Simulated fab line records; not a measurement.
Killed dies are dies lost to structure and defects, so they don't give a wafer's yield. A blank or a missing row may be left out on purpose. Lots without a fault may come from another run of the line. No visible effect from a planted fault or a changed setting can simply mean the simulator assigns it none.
fab line records	flow rit-cmos
record lots=7	wafers=21	last-day=8
route steps=202 shown ACTIVE@1 FOX1@20 FOX2@23 NWELL@28 REOX@101 M1@202
lots that met no fault: from a run of the same line without faults
start-h: the number of hours between the record's first day and the start of the first shown wafer of the lot	wait-h: hours from the lot's prior step to this one	" identical to the entry in the row above	L1.1+2: one row covering several wafers at once	- no value, or no start was given	* or withheld: withheld	< > ~ a bound
route shown NAME@n: NAME is a module with steps in the file, n the number in the route of the first one	usual: mean/standard deviation taken from wafers without a fault	same: alike in all rows	chamber/n: place in a boat	sites: per-site readings	_std_site: standard deviation across them	_edge_site: the outer-site mean with the inner-site mean subtracted	radius-mm: for every site, how far away it sits from the centre of the wafer	mask NAME#n: copy n	behind: tool/chamber where the wafer was last shaped	hold: why the lot went on hold/how many hours it stayed there/how the hold came to an end	device: transistor that didn't switch, given as n, p or np	end of line: tests run on the same wafers once the route is complete	where a step has no rows: the recipe by itself	killed: at the first sort, the dies lost to defects and structure; wafer yield is something else	map: shows each die of a wafer: x if killed, . if not, _ if none is there
set.NAME: the setting as run; set.NAME@STEP: as run at that earlier step	model.NAME: the simulator's own value behind a step, which no gauge read
a table for each step, a row for each wafer; lots at some steps of the route
services: from which hour (start-h, from the record's first day; less than 0 if before it) a tool's chamber was out of use, for how many hours, and why
## steps
# step RIT_ACTIVE_BOW_MEAS_00
# recipe mode=bow
# usual INCOMING_BOW=0/6.2
lot.wafer	tool	chamber	start-h	wait-h	INCOMING_BOW[um]
L859.1	film-metro-03	-	15.00	-	3
L859.5	"	-	"	"	-7
L859.6	"	-	"	"	-9
L862.2	film-metro-03	-	30.02	-	5
L862.3	"	-	"	"	-3
L862.6	"	-	"	"	-4
L863.2	film-metro-04	-	35.02	-	8
L863.5	"	-	"	"	4
L863.6	"	-	"	"	0
L868.2	film-metro-02	-	60.02	-	-8
L868.4	"	-	"	"	-8
L868.6	"	-	"	"	-5
L878.2	film-metro-02	-	110.02	-	-3
L878.3	"	-	"	"	4
L878.5	"	-	"	"	4
L880.2	film-metro-03	-	120.02	-	7
L880.3	"	-	"	"	-3
L880.6	"	-	"	"	-5
L881.1	film-metro-02	-	125.00	-	-3
L881.2	"	-	"	"	-8
L881.5	"	-	"	"	6
# step RIT_ACTIVE_OXIDATION_01
# recipe temp-c=1000	ambient=O2	target-thk-a=468	ox-time-s=3360
# step RIT_ACTIVE_THK_MEAS_02
# recipe reads=SiO2_of_ACTIVE_OXIDATION_01
# usual ACTIVE_OXIDE_THK=46.8/1.1
lot.wafer	tool	chamber	start-h	wait-h	ACTIVE_OXIDE_THK[nm]
L859.1	film-metro-02	-	17.05	0.0	46.2
L859.5	"	-	"	"	45.9
L859.6	"	-	"	"	45.4
L862.2	film-metro-03	-	32.06	0.0	47.4
L862.3	"	-	"	"	47.9
L862.6	"	-	"	"	48.0
L863.2	film-metro-03	-	37.06	0.0	46.4
L863.5	"	-	"	"	46.8
L863.6	"	-	"	"	46.2
L868.2	film-metro-02	-	62.06	0.0	46.7
L868.4	"	-	"	"	46.6
L868.6	"	-	"	"	46.4
L878.2	film-metro-04	-	112.06	0.0	48.5
L878.3	"	-	"	"	48.3
L878.5	"	-	"	"	47.9
L880.2	film-metro-04	-	122.06	0.0	47.5
L880.3	"	-	"	"	47.9
L880.6	"	-	"	"	47.6
L881.1	film-metro-02	-	127.05	0.0	46.4
L881.2	"	-	"	"	46.4
L881.5	"	-	"	"	47.1
# step RIT_ACTIVE_CVD_03
# recipe material=Si3N4	target-thk-nm=150	temp-c=810	precursor=SiH2Cl2/NH3	time-s=1500	pressure-mtorr=294.7	sih2cl2-flow-sccm=60	nh3-flow-sccm=150
# usual susceptor-temp-C=810.0/0.36
lot.wafer	tool	chamber	start-h	wait-h	susceptor-temp-C	model.Si3N4_of_ACTIVE_CVD_03.thk-nm
L859.1	lpcvd-01	1	17.11	0.1	809.3	149.7
L859.5	"	1	"	"	809.6	149.8
L859.6	"	1	"	"	810.2	149.4
L862.2	lpcvd-02	0	32.11	0.0	809.8	148.8
L862.3	"	0	"	"	809.7	147.8
L862.6	"	0	"	"	810.4	149.4
L863.2	lpcvd-01	0	37.11	0.0	810.6	147.4
L863.5	"	0	"	"	810.3	148.7
L863.6	"	0	"	"	810.1	147.4
L868.2	lpcvd-02	0	62.11	0.0	810.4	147.2
L868.4	"	0	"	"	810.5	148.8
L868.6	"	0	"	"	809.6	148.7
L878.2	lpcvd-02	0	112.11	0.0	-	122.9
L878.3	"	0	"	"	-	123.2
L878.5	"	0	"	"	-	121.8
L880.2	lpcvd-02	0	122.11	0.0	-	123.9
L880.3	"	0	"	"	-	122.4
L880.6	"	0	"	"	-	123.1
L881.1	lpcvd-02	0	127.11	0.1	-	126.5
L881.2	"	0	"	"	-	125.7
L881.5	"	0	"	"	-	126.7
# step RIT_ACTIVE_THK_MEAS_04
# recipe reads=Si3N4_of_ACTIVE_CVD_03
# usual ACTIVE_NITRIDE_THK=149.1/1.4
lot.wafer	tool	chamber	start-h	wait-h	hold	ACTIVE_NITRIDE_THK[nm]
L859.1	film-metro-03	-	18.53	0.0	-	149.7
L859.5	"	-	"	"	-	149.8
L859.6	"	-	"	"	-	149.5
L862.2	film-metro-04	-	33.54	0.0	-	148.7
L862.3	"	-	"	"	-	147.8
L862.6	"	-	"	"	-	149.5
L863.2	film-metro-04	-	38.54	0.0	-	147.5
L863.5	"	-	"	"	-	148.7
L863.6	"	-	"	"	-	147.4
L868.2	film-metro-04	-	63.54	0.0	-	147.3
L868.4	"	-	"	"	-	148.9
L868.6	"	-	"	"	-	148.8
L878.2	film-metro-02	-	113.54	0.1	await-dispo/0.2h/release	123.0
L878.3	"	-	"	"	await-dispo/0.2h/release	123.2
L878.5	"	-	"	"	await-dispo/0.2h/release	121.7
L878.2	film-metro-02	-	113.77	0.2	-	122.9
L878.3	"	-	"	"	-	123.2
L878.5	"	-	"	"	-	121.8
L880.2	film-metro-03	-	123.54	0.1	await-dispo/0.2h/release	123.9
L880.3	"	-	"	"	await-dispo/0.2h/release	122.4
L880.6	"	-	"	"	await-dispo/0.2h/release	123.3
L880.2	film-metro-03	-	123.77	0.2	-	123.8
L880.3	"	-	"	"	-	122.5
L880.6	"	-	"	"	-	123.1
L881.1	film-metro-02	-	128.53	0.1	await-dispo/0.2h/release	126.4
L881.2	"	-	"	"	await-dispo/0.2h/release	125.7
L881.5	"	-	"	"	await-dispo/0.2h/release	126.6
L881.1	film-metro-02	-	128.76	0.2	-	126.5
L881.2	"	-	"	"	-	125.8
L881.5	"	-	"	"	-	126.7
# step RIT_ACTIVE_COAT_06
# recipe resist=NOVOLAK	spin-rpm=3250	resist-thk-nm=1000
# step RIT_ACTIVE_SOFTBAKE_07
# recipe resist=NOVOLAK	temp-c=90	time-s=60
# step RIT_ACTIVE_EXPOSE_08
# recipe mask-id=M1	na=0.6	source-shape=conventional	sigma-outer=0.6	target-cd-nm=1400	dose-mj=225
# step RIT_ACTIVE_PEB_09
# recipe resist=NOVOLAK	temp-c=withheld	time-s=withheld
# step RIT_ACTIVE_DEVELOP_10
# recipe resist=NOVOLAK	develop-time-s=50	dev-temp-c=22.56
# step RIT_ACTIVE_CD_MEAS_11
# recipe target-cd-nm=1400
# usual cd-nm=1400.0/2.4
lot.wafer	tool	chamber	start-h	wait-h	cd-nm
L859.1	cd-sem-01	-	19.67	-	1402.2
L859.5	"	-	"	"	1402.8
L859.6	"	-	"	"	1399.6
L862.2	cd-sem-02	-	34.46	-	1402.0
L862.3	"	-	"	"	1403.8
L862.6	"	-	"	"	1401.6
L863.2	cd-sem-01	-	39.58	-	1402.5
L863.5	"	-	"	"	1402.0
L863.6	"	-	"	"	1402.9
L868.2	cd-sem-01	-	64.58	-	1401.7
L868.4	"	-	"	"	1399.5
L868.6	"	-	"	"	1401.0
L878.2	cd-sem-01	-	116.88	-	1401.0
L878.3	"	-	"	"	1402.5
L878.5	"	-	"	"	1401.1
L880.2	cd-sem-02	-	126.59	-	1395.0
L880.3	"	-	"	"	1394.9
L880.6	"	-	"	"	1396.6
L881.1	cd-sem-01	-	133.07	-	1398.7
L881.2	"	-	"	"	1401.1
L881.5	"	-	"	"	1399.5
# step RIT_ACTIVE_HARDBAKE_12
# recipe resist=NOVOLAK	temp-c=140	time-s=60
# step RIT_ACTIVE_ETCH_13
# recipe stop-on=SiO2	chemistry=SF6	target=Si3N4	time-s=210	over-etch-frac=0.4	SF6_flow_sccm=200	pressure-mtorr=260	rf-w=125	target-depth-a=2100
# usual drypump-motor-current-A=5.7/0.4	oes-product-au=0.812/0.014	throttle-valve-pct=7.54/0.076
lot.wafer	tool	chamber	start-h	wait-h	drypump-motor-current-A	oes-product-au	rf-hours-counter-h	throttle-valve-pct	model.ACTIVE.feature-depth-nm	model.etch.depth-nm
L859.1	rie-diel-04	0	19.94	0.1	6.2	0.801	5	7.56	149.7	149.7
L859.5	"	3	"	"	5.4	0.825	-	7.61	149.8	149.8
L859.6	"	2	"	"	6.2	0.794	-	7.63	149.4	149.4
L862.2	rie-diel-02	2	34.71	0.1	5.6	0.793	57	7.52	149.3	148.8
L862.3	"	0	"	"	5.3	0.799	3	7.57	147.8	147.8
L862.6	"	3	"	"	6.0	0.826	-	7.67	150.1	149.4
L863.2	rie-diel-02	2	39.83	0.1	5.5	0.801	58	7.50	147.9	147.4
L863.5	"	1	"	"	4.9	0.835	-	7.46	148.9	148.7
L863.6	"	0	"	"	5.3	0.793	-	7.59	147.4	147.4
L868.2	rie-diel-02	3	64.83	0.1	6.0	0.819	119	7.66	147.9	147.2
L868.4	"	2	"	"	5.6	0.808	58	7.49	149.3	148.8
L868.6	"	1	"	"	4.9	0.831	-	7.45	148.8	148.7
L878.2	rie-diel-04	3	118.88	1.9	5.5	0.750	3	7.63	122.9	122.9
L878.3	"	0	"	"	6.2	0.734	7	7.57	123.2	123.2
L878.5	"	1	"	"	5.7	0.728	-	7.47	121.8	121.8
L880.2	rie-diel-03	3	126.87	0.1	5.9	0.734	67	7.42	124	123.9
L880.3	"	0	"	"	5.3	0.715	138	7.60	123.4	122.4
L880.6	"	3	"	"	5.9	0.731	-	7.42	123.3	123.1
L881.1	rie-diel-03	1	133.34	0.1	6.1	0.738	59	7.44	126.5	126.5
L881.2	"	0	"	"	5.3	0.725	138	7.58	126.7	125.7
L881.5	"	3	"	"	5.9	0.746	-	7.43	126.9	126.7
# step RIT_ACTIVE_STRIP_14
# recipe chemistry=O2	time-s=180	resist=NOVOLAK	platen-temp-c=withheld	power-w=500	pressure-mtorr=4000	o2-flow-sccm=4000
# usual drypump-motor-current-A=5.5/0.38
lot.wafer	tool	chamber	start-h	wait-h	drypump-motor-current-A	rf-hours-counter-h
L859.1	plasma-asher-04	0	20.07	0.1	5.4	42
L859.5	"	0	"	"	5.4	-
L859.6	"	1	"	"	5.0	-
L862.2	plasma-asher-01	0	34.84	0.1	6.2	26
L862.3	"	0	"	"	6.1	-
L862.6	"	1	"	"	5.7	-
L863.2	plasma-asher-03	0	39.97	0.1	5.9	43
L863.5	"	0	"	"	5.9	-
L863.6	"	1	"	"	5.4	-
L868.2	plasma-asher-03	0	64.97	0.1	6.0	45
L868.4	"	1	"	"	5.4	-
L868.6	"	1	"	"	5.5	-
L878.2	plasma-asher-04	1	119.02	0.1	5.0	53
L878.3	"	1	"	"	5.0	-
L878.5	"	0	"	"	5.4	-
L880.2	plasma-asher-03	0	127.01	0.1	5.9	49
L880.3	"	0	"	"	5.9	-
L880.6	"	1	"	"	5.4	-
L881.1	plasma-asher-04	0	133.47	0.1	5.4	55
L881.2	"	1	"	"	5.0	55
L881.5	"	1	"	"	5.0	-
# step RIT_ACTIVE_CD_MEAS_90
# recipe target-cd-nm=1400
# usual cd-nm=1400.0/2.4
lot.wafer	tool	chamber	start-h	wait-h	cd-nm
L859.1	cd-sem-02	-	20.25	0.1	1402.3
L859.5	"	-	"	"	1402.9
L859.6	"	-	"	"	1400.0
L862.2	cd-sem-01	-	35.04	0.1	1402.3
L862.3	"	-	"	"	1404.2
L862.6	"	-	"	"	1401.7
L863.2	cd-sem-02	-	40.16	0.1	1402.9
L863.5	"	-	"	"	1402.0
L863.6	"	-	"	"	1402.9
L868.2	cd-sem-02	-	65.16	0.1	1401.3
L868.4	"	-	"	"	1399.9
L868.6	"	-	"	"	1401.1
L878.2	cd-sem-02	-	119.21	0.1	1400.6
L878.3	"	-	"	"	1402.7
L878.5	"	-	"	"	1400.8
L880.2	cd-sem-02	-	127.20	0.1	1395.0
L880.3	"	-	"	"	1395.4
L880.6	"	-	"	"	1396.2
L881.1	cd-sem-01	-	133.65	0.1	1399.0
L881.2	"	-	"	"	1401.0
L881.5	"	-	"	"	1399.2
# step RIT_ACTIVE_CLEAN_15
# recipe chemistry=SC1	mix=3:3:50	time-s=600	temp-c=75
# step RIT_ACTIVE_CLEAN_16
# recipe chemistry=dHF	dilution=50:1	time-s=30
# step RIT_ACTIVE_CLEAN_17
# recipe chemistry=SC2	mix=3:3:50	time-s=600	temp-c=75	dry=n2-spin
# step RIT_FOX1_OXIDATION_00
# recipe temp-c=1100	ambient=H2O	target-thk-a=3507	p-h2o-torr=720	ox-time-s=1130
lot.wafer	tool	chamber	start-h	wait-h	model.SiO2_of_FOX1_OXIDATION_00.thk-nm
L859.1	furnace-01	0	20.73	0.0	364.5
L859.5	"	0	"	"	362.9
L859.6	"	0	"	"	363.4
L862.2	furnace-04	0	35.53	0.0	347.2
L862.3	"	0	"	"	351.8
L862.6	"	0	"	"	348.2
L863.2	furnace-01	0	40.65	0.0	354.4
L863.5	"	0	"	"	349.2
L863.6	"	0	"	"	356.2
L868.2	furnace-01	0	65.63	0.0	353.4
L868.4	"	0	"	"	349.5
L868.6	"	0	"	"	344.6
L878.2	furnace-03	0	120.22	0.4	364.2
L878.3	"	0	"	"	357
L878.5	"	0	"	"	361.8
L880.2	furnace-01	0	128.45	0.8	349.2
L880.3	"	0	"	"	346.4
L880.6	"	0	"	"	346.3
L881.1	furnace-01	0	137.69	3.5	342
L881.2	"	0	"	"	343.2
L881.5	"	0	"	"	344.3
# step RIT_FOX1_THK_MEAS_01
# recipe reads=SiO2_of_FOX1_OXIDATION_00
# usual FOX1_OXIDE_THK=353/6.2
lot.wafer	tool	chamber	start-h	wait-h	FOX1_OXIDE_THK[nm]
L859.1	film-metro-04	-	22.05	0.0	364
L859.5	"	-	"	"	363
L859.6	"	-	"	"	363
L862.2	film-metro-02	-	36.85	0.0	347
L862.3	"	-	"	"	352
L862.6	"	-	"	"	348
L863.2	film-metro-02	-	41.97	0.0	354
L863.5	"	-	"	"	349
L863.6	"	-	"	"	356
L868.2	film-metro-04	-	66.96	0.0	354
L868.4	"	-	"	"	349
L868.6	"	-	"	"	345
L878.2	film-metro-02	-	121.55	0.0	364
L878.3	"	-	"	"	357
L878.5	"	-	"	"	362
L880.2	film-metro-04	-	129.77	0.0	349
L880.3	"	-	"	"	347
L880.6	"	-	"	"	346
L881.1	film-metro-01	-	139.00	0.0	342
L881.2	"	-	"	"	343
L881.5	"	-	"	"	344
# step RIT_FOX1_WET_ETCH_02
# recipe chemistry=BOE	target-depth-nm=350	time-s=390	temp-c=21.5	dry=n2-spin	dilution=10:1	target=SiO2
# step RIT_FOX2_OXIDATION_00
# recipe temp-c=1100	ambient=H2O	target-thk-a=3507	p-h2o-torr=720	ox-time-s=1130
lot.wafer	tool	chamber	start-h	wait-h	model.SiO2_of_FOX2_OXIDATION_00.thk-nm
L859.1	furnace-01	0	22.23	0.0	348.8
L859.5	"	0	"	"	348.7
L859.6	"	0	"	"	346.3
L862.2	furnace-04	0	38.04	1.0	347.7
L862.3	"	0	"	"	346.5
L862.6	"	0	"	"	351.9
L863.2	furnace-01	0	43.46	1.3	341.5
L863.5	"	0	"	"	345
L863.6	"	0	"	"	333.3
L868.2	furnace-02	0	67.12	0.0	345.6
L868.4	"	0	"	"	346.7
L868.6	"	0	"	"	342.4
L878.2	furnace-02	0	122.05	0.3	356.9
L878.3	"	0	"	"	353.2
L878.5	"	0	"	"	354.9
L880.2	furnace-01	0	131.00	1.1	331.4
L880.3	"	0	"	"	332.6
L880.6	"	0	"	"	331.5
L881.1	furnace-02	0	139.42	0.2	354.5
L881.2	"	0	"	"	360.1
L881.5	"	0	"	"	359.3
# step RIT_FOX2_THK_MEAS_01
# recipe reads=SiO2_of_FOX2_OXIDATION_00
# usual FOX2_OXIDE_THK=349/7.4
lot.wafer	tool	chamber	start-h	wait-h	FOX2_OXIDE_THK[nm]
L859.1	film-metro-01	-	23.55	0.0	349
L859.5	"	-	"	"	349
L859.6	"	-	"	"	346
L862.2	film-metro-04	-	39.37	0.0	348
L862.3	"	-	"	"	347
L862.6	"	-	"	"	352
L863.2	film-metro-01	-	44.78	0.0	342
L863.5	"	-	"	"	345
L863.6	"	-	"	"	333
L868.2	film-metro-03	-	68.45	0.0	346
L868.4	"	-	"	"	347
L868.6	"	-	"	"	342
L878.2	film-metro-01	-	123.38	0.0	357
L878.3	"	-	"	"	353
L878.5	"	-	"	"	355
L880.2	film-metro-04	-	132.32	0.0	331
L880.3	"	-	"	"	333
L880.6	"	-	"	"	331
L881.1	film-metro-04	-	140.73	0.0	355
L881.2	"	-	"	"	360
L881.5	"	-	"	"	359
# step RIT_FOX2_CLEAN_02
# recipe chemistry=dHF	dilution=50:1	time-s=180
lot.wafer	tool	chamber	start-h	wait-h	model.Si3N4_of_ACTIVE_CVD_03.thk-nm
L859.1	wet-bench-02	3	23.61	0.1	130.5
L859.5	"	3	"	"	130.6
L859.6	"	3	"	"	130.2
L862.2	wet-bench-04	1	39.42	0.0	129.5
L862.3	"	1	"	"	128.6
L862.6	"	1	"	"	130.2
L863.2+6	wet-bench-01	2	44.83	0.0	128.2
L863.5	"	2	"	"	129.6
L868.2	wet-bench-04	2	68.50	0.0	128
L868.4	"	2	"	"	129.5
L868.6	"	2	"	"	129.4
L878.2	wet-bench-01	1	124.20	0.8	103.7
L878.3	"	1	"	"	103.9
L878.5	"	1	"	"	102.5
L880.2	wet-bench-02	0	132.41	0.1	104.6
L880.3	"	0	"	"	103.2
L880.6	"	0	"	"	103.9
L881.1	wet-bench-02	2	140.79	0.1	107.2
L881.2	"	2	"	"	106.5
L881.5	"	2	"	"	107.5
# step RIT_FOX2_WET_ETCH_03
# recipe chemistry=H3PO4	target=Si3N4	target-depth-nm=195	temp-c=165	time-s=2700
# step RIT_FOX2_THK_MEAS_90
# recipe reads=SiO2_of_FOX2_OXIDATION_00
# usual FIELD_OXIDE_LEFT_1_THK=322/7.4
lot.wafer	tool	chamber	start-h	wait-h	FIELD_OXIDE_LEFT_1_THK[nm]
L859.1	film-metro-01	-	24.43	0.0	322
L859.5	"	-	"	"	322
L859.6	"	-	"	"	319
L862.2	film-metro-03	-	40.32	0.0	321
L862.3	"	-	"	"	320
L862.6	"	-	"	"	325
L863.2	film-metro-04	-	45.66	0.0	314
L863.5	"	-	"	"	318
L863.6	"	-	"	"	306
L868.2	film-metro-01	-	69.32	0.0	318
L868.4	"	-	"	"	319
L868.6	"	-	"	"	315
L878.2	film-metro-01	-	125.75	0.0	330
L878.3	"	-	"	"	326
L878.5	"	-	"	"	328
L880.2	film-metro-03	-	133.24	0.0	304
L880.3	"	-	"	"	306
L880.6	"	-	"	"	304
L881.1	film-metro-03	-	141.61	0.0	327
L881.2	"	-	"	"	332
L881.5	"	-	"	"	332
# step RIT_NWELL_HMDS_00
# recipe prime-time-s=60	prime-temp-c=140
# step RIT_NWELL_COAT_01
# recipe resist=NOVOLAK	spin-rpm=2000	resist-thk-nm=1300
# step RIT_NWELL_SOFTBAKE_02
# recipe resist=NOVOLAK	temp-c=90	time-s=60
# step RIT_NWELL_EXPOSE_03
# recipe mask-id=M2	na=0.57	target-cd-nm=43900	dose-mj=250
# step RIT_NWELL_PEB_04
# recipe resist=NOVOLAK	temp-c=withheld	time-s=withheld
# step RIT_NWELL_DEVELOP_05
# recipe resist=NOVOLAK	develop-time-s=68	dev-temp-c=21.88
# step RIT_REOX_OXIDATION_03
# recipe temp-c=900	ambient=O2	target-thk-a=252	ox-time-s=5580
lot.wafer	tool	chamber	start-h	wait-h	model.SiO2_of_REOX_OXIDATION_03.thk-nm
L859.1	furnace-03	0	42.10	0.0	25.08
L859.5	"	0	"	"	25.42
L859.6	"	0	"	"	25.37
L862.2	furnace-01	0	59.72	0.0	25.23
L862.3	"	0	"	"	24.99
L862.6	"	0	"	"	24.57
L863.2	furnace-04	0	63.38	0.1	25.25
L863.5+6	"	0	"	"	25.54
L868.2	furnace-04	0	87.48	0.0	25.09
L868.4	"	0	"	"	25.19
L868.6	"	0	"	"	25.47
L878.2	furnace-03	0	150.33	0.3	26.3
L878.3	"	0	"	"	26.28
L878.5	"	0	"	"	25.95
L880.2	furnace-03	0	154.54	0.0	25.59
L880.3	"	0	"	"	26.17
L880.6	"	0	"	"	26.4
L881.1	furnace-01	0	162.72	0.6	24.47
L881.2	"	0	"	"	24.15
L881.5	"	0	"	"	24.68
# step RIT_M1_PROBE_99
# usual killed-at-contacts=0.1/0.24	killed-at-front-end=7/3	killed-dies=7/3	killed-open=3.2/1.8	killed-short=3.5/2.1
# same gross-dies=264	killed_at_M0_to_M3=0	killed_at_M4_up=0	killed-at-back-side=0	killed-at-other=0
lot.wafer	tool	chamber	start-h	wait-h	killed-at-contacts	killed-at-front-end	killed-dies	killed-open	killed-short
L859.1	prober-02	-	61.39	0.1	0	3	3	1	2
L859.5	prober-02	-	61.59	0.2	1	3	4	3	1
L859.6	prober-02	-	61.64	0.2	0	12	12	6	6
L862.2	prober-01	-	79.01	0.1	0	6	6	3	3
L862.3	prober-01	-	79.06	0.2	0	8	8	2	6
L862.6	prober-01	-	79.21	0.2	0	5	5	5	0
L863.2	prober-01	-	82.52	0.1	0	7	7	3	4
L863.5	prober-01	-	82.67	0.2	0	5	5	2	3
L863.6	prober-01	-	82.72	0.2	0	3	3	2	1
L868.2	prober-02	-	107.14	0.1	0	4	4	3	1
L868.4	prober-02	-	107.24	0.2	0	7	7	3	4
L868.6	prober-02	-	107.34	0.2	0	2	2	0	2
L878.2	prober-02	-	170.50	0.1	0	4	4	2	2
L878.3	prober-02	-	170.55	0.2	0	4	4	2	2
L878.5	prober-02	-	170.65	0.2	0	4	4	0	4
L880.2	prober-02	-	175.57	0.1	0	3	3	1	2
L880.3	prober-02	-	175.62	0.2	0	6	6	3	3
L880.6	prober-02	-	175.77	0.2	0	5	5	3	2
L881.1	prober-01	-	183.92	0.1	0	2	2	0	2
L881.2	prober-01	-	183.97	0.1	0	5	5	1	4
L881.5	prober-01	-	184.12	0.2	0	8	8	4	4
# killed by level:class
L859.1 FOX1:geometric-particle:short=1 GATE:geometric-particle:open=1 SPACER:geometric-particle:short=1
L859.5 GATE:geometric-particle:open=2 CONTACT:geometric-particle:open=1 GATE:geometric-particle:short=1
L859.6 GATE:geometric-particle:open=4 GATE:geometric-particle:short=4 FOX1:geometric-particle:short=2 FOX1:geometric-particle:open=1 REOX:geometric-particle:open=1
L862.2 SILICIDE:geometric-particle:short=2 FOX2:geometric-particle:open=1 GATE:geometric-particle:open=1 REOX:geometric-particle:short=1 SILICIDE:geometric-particle:open=1
L862.3 GATE:geometric-particle:short=3 SPACER:geometric-particle:short=2 FOX2:geometric-particle:open=1 FOX2:geometric-particle:short=1 SPACER:geometric-particle:open=1
L862.6 GATE:geometric-particle:open=3 FOX2:geometric-particle:open=1 REOX:geometric-particle:open=1
L863.2 REOX:geometric-particle:short=2 FOX1:geometric-particle:open=1 FOX1:geometric-particle:short=1 GATE:geometric-particle:short=1 REOX:geometric-particle:open=1 SILICIDE:geometric-particle:open=1
L863.5 SPACER:geometric-particle:short=2 GATE:geometric-particle:open=1 GATE:geometric-particle:short=1 SPACER:geometric-particle:open=1
L863.6 GATE:geometric-particle:short=1 REOX:geometric-particle:open=1 SILICIDE:geometric-particle:open=1
L868.2 FOX1:geometric-particle:open=2 FOX1:geometric-particle:short=1 SILICIDE:geometric-particle:open=1
L868.4 FOX1:geometric-particle:short=2 FOX1:geometric-particle:open=1 FOX2:geometric-particle:open=1 FOX2:geometric-particle:short=1 REOX:geometric-particle:open=1 SILICIDE:geometric-particle:short=1
L868.6 GATE:geometric-particle:short=1 SPACER:geometric-particle:short=1
L878.2 GATE:geometric-particle:open=1 SPACER:geometric-particle:short=1 SILICIDE:geometric-particle:open=1 SILICIDE:geometric-particle:short=1
L878.3 GATE:geometric-particle:short=2 FOX1:geometric-particle:open=1 GATE:geometric-particle:open=1
L878.5 GATE:geometric-particle:short=2 SILICIDE:geometric-particle:short=2
L880.2 FOX2:geometric-particle:open=1 SPACER:geometric-particle:short=1 SILICIDE:geometric-particle:short=1
L880.3 REOX:geometric-particle:open=3 SPACER:geometric-particle:short=2 SILICIDE:geometric-particle:short=1
L880.6 SPACER:geometric-particle:open=2 FOX1:geometric-particle:short=1 FOX2:geometric-particle:open=1 SILICIDE:geometric-particle:short=1
L881.1 GATE:geometric-particle:short=1 REOX:geometric-particle:short=1
L881.2 SPACER:geometric-particle:short=2 FOX1:geometric-particle:open=1 FOX1:geometric-particle:short=1 FOX2:geometric-particle:short=1
L881.5 FOX1:geometric-particle:open=3 GATE:geometric-particle:short=1 REOX:geometric-particle:short=1 REOX:geometric-particle:open=1 SPACER:geometric-particle:short=1 SILICIDE:geometric-particle:short=1
## services
tool	chamber	start-h	hours	kind
lpcvd-02	-	-4.46	0.6	repair
furnace-01	-	-1.65	3.0	pm
furnace-01	-	8.01	3.6	pm
furnace-04	-	14.07	4.7	pm
furnace-02	-	21.50	4.1	pm
rie-diel-03	0	22.45	14.5	repair
lpcvd-02	-	24.72	1.1	repair
plasma-asher-03	-	25.21	1.6	repair
plasma-asher-03	-	25.40	3.0	repair
rie-diel-03	2	26.62	7.9	repair
rie-diel-02	1	32.02	2.8	repair
rie-diel-02	1	58.30	5.1	repair
plasma-asher-03	-	60.21	2.8	pm
plasma-asher-03	-	81.50	28.1	pm
rie-diel-03	1	82.04	5.8	repair
rie-diel-02	1	90.58	3.9	repair
rie-diel-02	2	104.33	14.5	repair
rie-diel-02	0	128.17	2.4	repair
wet-bench-02	-	136.28	1.9	repair
rie-diel-02	1	143.58	-	clean
rie-diel-02	1	143.58	21.6	scheduled-down
rie-diel-02	1	143.58	21.6	vent-cycle
rie-diel-02	2	143.72	1.5	repair
## key
first-sign step=RIT_ACTIVE_THK_MEAS_04	reading=visit	direction=added
effect step=RIT_ACTIVE_THK_MEAS_04	reading=ACTIVE_NITRIDE_THK	direction=down	sigmas=18	usual=149.1	struck=124.0
effect step=RIT_ACTIVE_ETCH_13	reading=oes-product-au	direction=down	sigmas=5.6	usual=0.812	struck=0.734
model-effect step=RIT_ACTIVE_CVD_03	value=Si3N4_of_ACTIVE_CVD_03.thk-nm	without=150.6	struck=124
model-effect step=RIT_ACTIVE_ETCH_13	value=ACTIVE.feature-depth-nm	without=150.9	struck=124.3
model-effect step=RIT_FOX1_OXIDATION_00	value=SiO2_of_FOX1_OXIDATION_00.thk-nm	without=352.8	struck=350.5
model-effect step=RIT_FOX2_OXIDATION_00	value=SiO2_of_FOX2_OXIDATION_00.thk-nm	without=350	struck=348.3
model-effect step=RIT_FOX2_CLEAN_02	value=Si3N4_of_ACTIVE_CVD_03.thk-nm	without=131.4	struck=104.8
model-effect step=RIT_REOX_OXIDATION_03	value=SiO2_of_REOX_OXIDATION_03.thk-nm	without=25.33	struck=25.56
met-at RIT_ACTIVE_CVD_03
struck-wafers L878.2,L878.3,L878.5,L880.2,L880.3,L880.6,L881.1,L881.2,L881.5
tester-left-out L878,L880,L881
onset-between 62.11 112.11
also-fits time
fault kind=process-parameter-drift	tool=lpcvd-02	chamber=-	onset-h=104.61	steps=RIT_ACTIVE_CVD_03	channel=time-s	offset=*	shape=step	end-h=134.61	acts-in=*	stated=*
# tester-left-out: of these lots the tester's yield and bins aren't shown, on N5 and GAA mostly nor the transistor test; their killed dies are dies lost to structure and defects alone, not to doping, threshold or leakage, so they don't give the yield
